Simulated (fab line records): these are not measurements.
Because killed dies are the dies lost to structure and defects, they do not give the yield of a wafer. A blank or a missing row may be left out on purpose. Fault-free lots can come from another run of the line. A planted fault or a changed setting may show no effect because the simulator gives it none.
fab line records :: flow berkeleyCmos170 :: part 2 of 2: steps 29 to 39 of 39
record
  lots=5
  wafers=15
  lastDay=10
route steps=331 shown PLDD@154 NLDD@158 SPACER@171 PSD@175 NSD@187
lots that met no fault: taken from a fault-free run of the same line
startH: hours from the record's opening day to when the first of the lot's shown wafers began :: waitH: hours elapsed since this lot's preceding step :: " identical to the entry in the row above :: L1.1+2: several wafers, shown together as one row :: - no value, or no start given :: * or withheld: withheld :: < > ~ a bound
route shown NAME@n: names a module that has steps shown in the file, with the first one's number in the route :: usual: mean/standard deviation taken from wafers without a fault :: same: alike in all rows :: chamber/n: place in a boat :: sites: the reading at each site :: _std_site: how widely they spread, as a standard deviation :: _edge_site: outer sites' mean less inner sites' :: radiusMm: how far each site lies from the wafer's centre :: mask NAME#n: copy n :: behind: the last tool/chamber to shape the wafer :: hold: reason for holding the lot/hours on hold/outcome of the hold :: device: transistor that didn't switch, given as n, p or np :: end of line: the same wafers' tests at the end of the route :: where a step has no rows: the recipe by itself :: killed: dies that structure and defects cost at the first sort, which is not the same as the wafer's yield :: map: the dies of a wafer, with x for killed, . for not killed, _ for no die there
set.NAME: the setting as run; set.NAME@STEP: as run at that earlier step :: model.NAME: the simulator's own value behind a step, which no gauge read
certain route steps with their lots: each step a table, each wafer a row
services: from which hour (startH, from the record's first day; less than 0 if before it) a tool's chamber was out of use, for how many hours, and why
## steps
# step UCB170_PSD_OVL_MEAS_07
# usual
  PSD_OVL=0/5.6
lot.wafer: L075.2
tool: overlay-01
chamber: -
startH: 167.56
waitH: 0.1
PSD_OVL[nm]: 4

lot.wafer: L075.3
tool: overlay-01
chamber: -
startH: 167.56
waitH: 0.1
PSD_OVL[nm]: -3

lot.wafer: L075.6
tool: overlay-01
chamber: -
startH: 167.56
waitH: 0.1
PSD_OVL[nm]: 0

lot.wafer: L077.4
tool: overlay-01
chamber: -
startH: 173.77
waitH: 0.1
PSD_OVL[nm]: -1

lot.wafer: L077.5
tool: overlay-01
chamber: -
startH: 173.77
waitH: 0.1
PSD_OVL[nm]: 3

lot.wafer: L077.6
tool: overlay-01
chamber: -
startH: 173.77
waitH: 0.1
PSD_OVL[nm]: 3

lot.wafer: L078.2
tool: overlay-02
chamber: -
startH: 174.03
waitH: 0.1
PSD_OVL[nm]: -4

lot.wafer: L078.3
tool: overlay-02
chamber: -
startH: 174.03
waitH: 0.1
PSD_OVL[nm]: -10

lot.wafer: L078.5
tool: overlay-02
chamber: -
startH: 174.03
waitH: 0.1
PSD_OVL[nm]: -7

lot.wafer: L076.2
tool: overlay-01
chamber: -
startH: 174.20
waitH: 0.1
PSD_OVL[nm]: -4

lot.wafer: L076.3
tool: overlay-01
chamber: -
startH: 174.20
waitH: 0.1
PSD_OVL[nm]: -1

lot.wafer: L076.5
tool: overlay-01
chamber: -
startH: 174.20
waitH: 0.1
PSD_OVL[nm]: 5

lot.wafer: L083.1
tool: overlay-01
chamber: -
startH: 203.16
waitH: 0.1
PSD_OVL[nm]: -4

lot.wafer: L083.4
tool: overlay-01
chamber: -
startH: 203.16
waitH: 0.1
PSD_OVL[nm]: -8

lot.wafer: L083.6
tool: overlay-01
chamber: -
startH: 203.16
waitH: 0.1
PSD_OVL[nm]: -1
# step UCB170_PSD_IMPLANT_08
# recipe
  species=B
  doseCm2=3e+15
  energyKev=20
  tiltDeg=7
# usual
  endStationPressureTorr=1.27e-05/6.7e-07
  faradayCurrentUA=9257/180
lot.wafer: L075.2
tool: implanter-01
chamber: 0
startH: 167.61
waitH: 0.0
endStationPressureTorr: 1.27e-05
faradayCurrentUA: 9434

lot.wafer: L075.3
tool: implanter-01
chamber: 0
startH: 167.61
waitH: 0.0
endStationPressureTorr: 1.22e-05
faradayCurrentUA: 9545

lot.wafer: L075.6
tool: implanter-01
chamber: 0
startH: 167.61
waitH: 0.0
endStationPressureTorr: 1.34e-05
faradayCurrentUA: 9489

lot.wafer: L077.4
tool: implanter-04
chamber: 0
startH: 173.86
waitH: 0.1
endStationPressureTorr: 1.2e-05
faradayCurrentUA: 9128

lot.wafer: L077.5
tool: implanter-04
chamber: 0
startH: 173.86
waitH: 0.1
endStationPressureTorr: 1.31e-05
faradayCurrentUA: 9377

lot.wafer: L077.6
tool: implanter-04
chamber: 0
startH: 173.86
waitH: 0.1
endStationPressureTorr: 1.25e-05
faradayCurrentUA: 9286

lot.wafer: L078.2
tool: implanter-03
chamber: 0
startH: 174.08
waitH: 0.0
endStationPressureTorr: 1.32e-05
faradayCurrentUA: 9321

lot.wafer: L078.3
tool: implanter-03
chamber: 0
startH: 174.08
waitH: 0.0
endStationPressureTorr: 1.28e-05
faradayCurrentUA: 9504

lot.wafer: L078.5
tool: implanter-03
chamber: 0
startH: 174.08
waitH: 0.0
endStationPressureTorr: 1.31e-05
faradayCurrentUA: 9255

lot.wafer: L076.2
tool: implanter-01
chamber: 0
startH: 174.26
waitH: 0.0
endStationPressureTorr: 1.22e-05
faradayCurrentUA: 9579

lot.wafer: L076.3
tool: implanter-01
chamber: 0
startH: 174.26
waitH: 0.0
endStationPressureTorr: 1.23e-05
faradayCurrentUA: 9581

lot.wafer: L076.5
tool: implanter-01
chamber: 0
startH: 174.26
waitH: 0.0
endStationPressureTorr: 1.29e-05
faradayCurrentUA: 9165

lot.wafer: L083.1
tool: implanter-01
chamber: 0
startH: 203.19
waitH: 0.0
endStationPressureTorr: 1.31e-05
faradayCurrentUA: 9127

lot.wafer: L083.4
tool: implanter-01
chamber: 0
startH: 203.19
waitH: 0.0
endStationPressureTorr: 1.2e-05
faradayCurrentUA: 9116

lot.wafer: L083.6
tool: implanter-01
chamber: 0
startH: 203.19
waitH: 0.0
endStationPressureTorr: 1.29e-05
faradayCurrentUA: 9201
# step UCB170_PSD_STRIP_09
# recipe
  chemistry=O2
  powerW=400
  pressureMtorr=3500
  platenTempC=withheld
  o2FlowSccm=400
  overashFraction=0.5
# usual
  drypumpMotorCurrentA=5.3/0.32
  oesProductAu=0.600/0.0043
  stripTimeToEndpointS=29.39/0.067
lot.wafer: L075.2
tool: plasmaAsher-02
chamber: 0
startH: 167.74
waitH: 0.1
drypumpMotorCurrentA: 5.2
oesProductAu: 0.599
rfHoursCounterH: 45
stripTimeToEndpointS: 29.38

lot.wafer: L075.3
tool: plasmaAsher-02
chamber: 1
startH: 167.74
waitH: 0.1
drypumpMotorCurrentA: 5.1
oesProductAu: 0.603
rfHoursCounterH: -
stripTimeToEndpointS: 29.46

lot.wafer: L075.6
tool: plasmaAsher-02
chamber: 1
startH: 167.74
waitH: 0.1
drypumpMotorCurrentA: 5.0
oesProductAu: 0.595
rfHoursCounterH: -
stripTimeToEndpointS: 29.38

lot.wafer: L077.4
tool: plasmaAsher-01
chamber: 0
startH: 173.97
waitH: 0.1
drypumpMotorCurrentA: 5.4
oesProductAu: 0.593
rfHoursCounterH: -
stripTimeToEndpointS: 29.41

lot.wafer: L077.5
tool: plasmaAsher-01
chamber: 0
startH: 173.97
waitH: 0.1
drypumpMotorCurrentA: 5.4
oesProductAu: 0.596
rfHoursCounterH: -
stripTimeToEndpointS: 29.41

lot.wafer: L077.6
tool: plasmaAsher-01
chamber: 1
startH: 173.97
waitH: 0.1
drypumpMotorCurrentA: 5.8
oesProductAu: 0.599
rfHoursCounterH: -
stripTimeToEndpointS: 29.46

lot.wafer: L078.2
tool: plasmaAsher-02
chamber: 1
startH: 174.21
waitH: 0.1
drypumpMotorCurrentA: 5.1
oesProductAu: 0.601
rfHoursCounterH: 45
stripTimeToEndpointS: 29.33

lot.wafer: L078.3
tool: plasmaAsher-02
chamber: 1
startH: 174.21
waitH: 0.1
drypumpMotorCurrentA: 5.1
oesProductAu: 0.600
rfHoursCounterH: -
stripTimeToEndpointS: 29.37

lot.wafer: L078.5
tool: plasmaAsher-02
chamber: 0
startH: 174.21
waitH: 0.1
drypumpMotorCurrentA: 5.2
oesProductAu: 0.604
rfHoursCounterH: -
stripTimeToEndpointS: 29.39

lot.wafer: L076.2
tool: plasmaAsher-03
chamber: 1
startH: 174.38
waitH: 0.1
drypumpMotorCurrentA: 5.7
oesProductAu: 0.597
rfHoursCounterH: 39
stripTimeToEndpointS: 29.45

lot.wafer: L076.3
tool: plasmaAsher-03
chamber: 0
startH: 174.38
waitH: 0.1
drypumpMotorCurrentA: 4.9
oesProductAu: 0.598
rfHoursCounterH: -
stripTimeToEndpointS: 29.43

lot.wafer: L076.5
tool: plasmaAsher-03
chamber: 0
startH: 174.38
waitH: 0.1
drypumpMotorCurrentA: 4.9
oesProductAu: 0.602
rfHoursCounterH: -
stripTimeToEndpointS: 29.47

lot.wafer: L083.1
tool: plasmaAsher-03
chamber: 1
startH: 203.34
waitH: 0.1
drypumpMotorCurrentA: 5.7
oesProductAu: 0.606
rfHoursCounterH: 43
stripTimeToEndpointS: 29.30

lot.wafer: L083.4
tool: plasmaAsher-03
chamber: 1
startH: 203.34
waitH: 0.1
drypumpMotorCurrentA: 5.7
oesProductAu: 0.606
rfHoursCounterH: -
stripTimeToEndpointS: 29.39

lot.wafer: L083.6
tool: plasmaAsher-03
chamber: 0
startH: 203.34
waitH: 0.1
drypumpMotorCurrentA: 4.9
oesProductAu: 0.598
rfHoursCounterH: -
stripTimeToEndpointS: 29.36
# step UCB170_PSD_TW_MEAS_10
# usual
  PSD_TW=2305/12
lot.wafer: L075.2
tool: filmMetro-03
chamber: -
startH: 167.85
waitH: 0.1
PSD_TW: 2289

lot.wafer: L075.3
tool: filmMetro-03
chamber: -
startH: 167.85
waitH: 0.1
PSD_TW: 2302

lot.wafer: L075.6
tool: filmMetro-03
chamber: -
startH: 167.85
waitH: 0.1
PSD_TW: 2311

lot.wafer: L077.4
tool: filmMetro-01
chamber: -
startH: 174.06
waitH: 0.1
PSD_TW: 2298

lot.wafer: L077.5
tool: filmMetro-01
chamber: -
startH: 174.06
waitH: 0.1
PSD_TW: 2305

lot.wafer: L077.6
tool: filmMetro-01
chamber: -
startH: 174.06
waitH: 0.1
PSD_TW: 2314

lot.wafer: L078.2
tool: filmMetro-03
chamber: -
startH: 174.32
waitH: 0.1
PSD_TW: 2294

lot.wafer: L078.3
tool: filmMetro-03
chamber: -
startH: 174.32
waitH: 0.1
PSD_TW: 2295

lot.wafer: L078.5
tool: filmMetro-03
chamber: -
startH: 174.32
waitH: 0.1
PSD_TW: 2303

lot.wafer: L076.2
tool: filmMetro-01
chamber: -
startH: 174.49
waitH: 0.1
PSD_TW: 2313

lot.wafer: L076.3
tool: filmMetro-01
chamber: -
startH: 174.49
waitH: 0.1
PSD_TW: 2306

lot.wafer: L076.5
tool: filmMetro-01
chamber: -
startH: 174.49
waitH: 0.1
PSD_TW: 2298

lot.wafer: L083.1
tool: filmMetro-01
chamber: -
startH: 203.44
waitH: 0.1
PSD_TW: 2302

lot.wafer: L083.4
tool: filmMetro-01
chamber: -
startH: 203.44
waitH: 0.1
PSD_TW: 2302

lot.wafer: L083.6
tool: filmMetro-01
chamber: -
startH: 203.44
waitH: 0.1
PSD_TW: 2307
# step UCB170_PSD_CLEAN_11
# recipe
  chemistry=SPM
  tempC=120
  timeS=600
lot.wafer: L075.2+3+6
tool: wetBench-02
chamber: 3
startH: 167.90
waitH: 0.0

lot.wafer: L077.4+5+6
tool: wetBench-04
chamber: 2
startH: 174.09
waitH: 0.0

lot.wafer: L078.2+3+5
tool: wetBench-04
chamber: 3
startH: 174.37
waitH: 0.0

lot.wafer: L076.2+3+5
tool: wetBench-02
chamber: 3
startH: 174.54
waitH: 0.0

lot.wafer: L083.1+4+6
tool: wetBench-04
chamber: 1
startH: 203.50
waitH: 0.1
# step UCB170_NSD_HMDS_00
# recipe
  primeTimeS=60
  primeTempC=100
lot.wafer: L075.2+3+6
tool: lithoTrack-04
chamber: 0
startH: 168.10
waitH: 0.0

lot.wafer: L077.4+5+6
tool: lithoTrack-04
chamber: 0
startH: 174.34
waitH: 0.1

lot.wafer: L078.2+3+5
tool: lithoTrack-03
chamber: 0
startH: 174.57
waitH: 0.0

lot.wafer: L076.2+3+5
tool: lithoTrack-02
chamber: 0
startH: 174.74
waitH: 0.0

lot.wafer: L083.1+4+6
tool: lithoTrack-04
chamber: 0
startH: 204.13
waitH: 0.4
# step UCB170_NSD_COAT_01
# recipe
  resist=KrF
  spinRpm=1500
  resistThkNm=900
# usual
  spinSpeedRpm=1500.0/0.94
lot.wafer: L075.2
tool: lithoTrack-04
chamber: 0
startH: 168.25
waitH: 0.1
spinSpeedRpm: 1499.4

lot.wafer: L075.3
tool: lithoTrack-04
chamber: 0
startH: 168.25
waitH: 0.1
spinSpeedRpm: 1500.1

lot.wafer: L075.6
tool: lithoTrack-04
chamber: 0
startH: 168.25
waitH: 0.1
spinSpeedRpm: 1500.8

lot.wafer: L077.4
tool: lithoTrack-04
chamber: 0
startH: 174.49
waitH: 0.1
spinSpeedRpm: 1499.6

lot.wafer: L077.5
tool: lithoTrack-04
chamber: 0
startH: 174.49
waitH: 0.1
spinSpeedRpm: 1499.1

lot.wafer: L077.6
tool: lithoTrack-04
chamber: 0
startH: 174.49
waitH: 0.1
spinSpeedRpm: 1500.4

lot.wafer: L078.2
tool: lithoTrack-03
chamber: 0
startH: 174.72
waitH: 0.1
spinSpeedRpm: 1498.7

lot.wafer: L078.3
tool: lithoTrack-03
chamber: 0
startH: 174.72
waitH: 0.1
spinSpeedRpm: 1501.0

lot.wafer: L078.5
tool: lithoTrack-03
chamber: 0
startH: 174.72
waitH: 0.1
spinSpeedRpm: 1499.8

lot.wafer: L076.2
tool: lithoTrack-02
chamber: 0
startH: 174.89
waitH: 0.1
spinSpeedRpm: 1500.3

lot.wafer: L076.3
tool: lithoTrack-02
chamber: 0
startH: 174.89
waitH: 0.1
spinSpeedRpm: 1499.7

lot.wafer: L076.5
tool: lithoTrack-02
chamber: 0
startH: 174.89
waitH: 0.1
spinSpeedRpm: 1499.9

lot.wafer: L083.1
tool: lithoTrack-04
chamber: 0
startH: 204.28
waitH: 0.1
spinSpeedRpm: 1501.4

lot.wafer: L083.4
tool: lithoTrack-04
chamber: 0
startH: 204.28
waitH: 0.1
spinSpeedRpm: 1500.0

lot.wafer: L083.6
tool: lithoTrack-04
chamber: 0
startH: 204.28
waitH: 0.1
spinSpeedRpm: 1500.1
# step UCB170_NSD_SOFTBAKE_02
# recipe
  resist=KrF
  tempC=130
  timeS=60
lot.wafer: L075.2+3+6
tool: lithoTrack-04
chamber: 0
startH: 168.40
waitH: 0.1

lot.wafer: L077.4+5+6
tool: lithoTrack-04
chamber: 0
startH: 174.64
waitH: 0.1

lot.wafer: L078.2+3+5
tool: lithoTrack-03
chamber: 0
startH: 174.87
waitH: 0.1

lot.wafer: L076.2+3+5
tool: lithoTrack-02
chamber: 0
startH: 175.04
waitH: 0.1

lot.wafer: L083.1+4+6
tool: lithoTrack-04
chamber: 0
startH: 204.43
waitH: 0.1
# step UCB170_NSD_EXPOSE_03
# recipe
  maskId=NSELECT_MOD
  na=0.5
  sigmaOuter=0.6
  sourceShape=conventional
  targetCdNm=1200
  doseMj=30
# usual
  focusOffsetNm=0.0/0.46
  reticleTempC=22.99/0.09
lot.wafer: L075.2
tool: krfScanner-01
chamber: 0
startH: 168.67
waitH: 0.2
mask: NSELECT_MOD#0
focusOffsetNm: -1.0
reticleTempC: 23.03

lot.wafer: L075.3
tool: krfScanner-01
chamber: 0
startH: 168.67
waitH: 0.2
mask: NSELECT_MOD#0
focusOffsetNm: 0.0
reticleTempC: 22.83

lot.wafer: L075.6
tool: krfScanner-01
chamber: 0
startH: 168.67
waitH: 0.2
mask: NSELECT_MOD#0
focusOffsetNm: -0.3
reticleTempC: 23.01

lot.wafer: L077.4
tool: krfScanner-01
chamber: 0
startH: 174.78
waitH: 0.1
mask: NSELECT_MOD#0
focusOffsetNm: -0.9
reticleTempC: 22.97

lot.wafer: L077.5
tool: krfScanner-01
chamber: 0
startH: 174.78
waitH: 0.1
mask: NSELECT_MOD#0
focusOffsetNm: 0.2
reticleTempC: 23.08

lot.wafer: L077.6
tool: krfScanner-01
chamber: 0
startH: 174.78
waitH: 0.1
mask: NSELECT_MOD#0
focusOffsetNm: -0.3
reticleTempC: 22.99

lot.wafer: L078.2
tool: krfScanner-02
chamber: 0
startH: 175.14
waitH: 0.2
mask: NSELECT_MOD#0
focusOffsetNm: 0.3
reticleTempC: 22.98

lot.wafer: L078.3
tool: krfScanner-02
chamber: 0
startH: 175.14
waitH: 0.2
mask: NSELECT_MOD#0
focusOffsetNm: 0.5
reticleTempC: 23.00

lot.wafer: L078.5
tool: krfScanner-02
chamber: 0
startH: 175.14
waitH: 0.2
mask: NSELECT_MOD#0
focusOffsetNm: 1.1
reticleTempC: 23.11

lot.wafer: L076.2
tool: krfScanner-01
chamber: 0
startH: 175.38
waitH: 0.3
mask: NSELECT_MOD#0
focusOffsetNm: 0.4
reticleTempC: 22.96

lot.wafer: L076.3
tool: krfScanner-01
chamber: 0
startH: 175.38
waitH: 0.3
mask: NSELECT_MOD#0
focusOffsetNm: -0.2
reticleTempC: 22.99

lot.wafer: L076.5
tool: krfScanner-01
chamber: 0
startH: 175.38
waitH: 0.3
mask: NSELECT_MOD#0
focusOffsetNm: 0.2
reticleTempC: 22.85

lot.wafer: L083.1
tool: krfScanner-02
chamber: 0
startH: 204.58
waitH: 0.1
mask: NSELECT_MOD#0
focusOffsetNm: 0.3
reticleTempC: 23.01

lot.wafer: L083.4
tool: krfScanner-02
chamber: 0
startH: 204.58
waitH: 0.1
mask: NSELECT_MOD#0
focusOffsetNm: 0.6
reticleTempC: 22.90

lot.wafer: L083.6
tool: krfScanner-02
chamber: 0
startH: 204.58
waitH: 0.1
mask: NSELECT_MOD#0
focusOffsetNm: 0.7
reticleTempC: 23.11
# step UCB170_NSD_PEB_04
# recipe
  pebTempC=130
  pebTimeS=withheld
  resist=KrF
lot.wafer: L075.2+3+6
tool: lithoTrack-03
chamber: 0
startH: 168.79
waitH: 0.1

lot.wafer: L077.4+5+6
tool: lithoTrack-03
chamber: 0
startH: 175.07
waitH: 0.3

lot.wafer: L078.2+3+5
tool: lithoTrack-02
chamber: 0
startH: 175.26
waitH: 0.1

lot.wafer: L076.2+3+5
tool: lithoTrack-02
chamber: 0
startH: 175.53
waitH: 0.1

lot.wafer: L083.1+4+6
tool: lithoTrack-02
chamber: 0
startH: 205.21
waitH: 0.6
# step UCB170_NSD_DEVELOP_05
# recipe
  developer=TMAH
  developTimeS=45
  resist=KrF
  devTempC=21
lot.wafer: L075.2+3+6
tool: lithoTrack-03
chamber: 0
startH: -
waitH: -

lot.wafer: L077.4+5+6
tool: lithoTrack-03
chamber: 0
startH: -
waitH: -

lot.wafer: L078.2+3+5
tool: lithoTrack-02
chamber: 0
startH: -
waitH: -

lot.wafer: L076.2+3+5
tool: lithoTrack-02
chamber: 0
startH: -
waitH: -

lot.wafer: L083.1+4+6
tool: lithoTrack-02
chamber: 0
startH: -
waitH: -
## services
tool: furnace-02
chamber: -
startH: 135.31
hours: 3.8
kind: pm

tool: pecvd-03
chamber: -
startH: 135.50
hours: 14.0
kind: pm

tool: pecvd-03
chamber: 0
startH: 135.50
hours: 14.0
kind: ventCycle

tool: pecvd-03
chamber: 1
startH: 135.50
hours: 14.0
kind: ventCycle

tool: pecvd-03
chamber: 2
startH: 135.50
hours: 14.0
kind: ventCycle

tool: krfScanner-01
chamber: -
startH: 143.37
hours: 0.8
kind: pm

tool: rieDiel-04
chamber: 1
startH: 145.68
hours: 6.8
kind: repair

tool: krfScanner-02
chamber: -
startH: 149.52
hours: 0.8
kind: pm

tool: implanter-03
chamber: -
startH: 150.17
hours: 3.8
kind: repair

tool: pecvd-01
chamber: -
startH: 153.90
hours: 1.9
kind: repair

tool: implanter-03
chamber: -
startH: 157.78
hours: 0.6
kind: repair

tool: pecvd-01
chamber: -
startH: 162.65
hours: 0.8
kind: pm

tool: pecvd-01
chamber: 1
startH: 171.50
hours: 4.0
kind: repair

tool: rieDiel-04
chamber: 1
startH: 177.78
hours: 5.5
kind: repair

tool: implanter-03
chamber: -
startH: 178.28
hours: 3.7
kind: repair

tool: pecvd-04
chamber: -
startH: 180.80
hours: 1.3
kind: repair

tool: krfScanner-01
chamber: -
startH: 182.78
hours: 1.7
kind: repair

tool: plasmaAsher-04
chamber: -
startH: 183.36
hours: 3.0
kind: repair

tool: rieDiel-04
chamber: 2
startH: 184.69
hours: 5.2
kind: repair

tool: plasmaAsher-04
chamber: -
startH: 185.76
hours: 2.0
kind: repair

tool: rieDiel-04
chamber: 1
startH: 199.88
hours: 3.4
kind: repair

tool: implanter-03
chamber: -
startH: 199.92
hours: 4.8
kind: repair

tool: krfScanner-02
chamber: -
startH: 200.80
hours: 0.6
kind: repair

tool: implanter-04
chamber: -
startH: 200.96
hours: 4.0
kind: repair
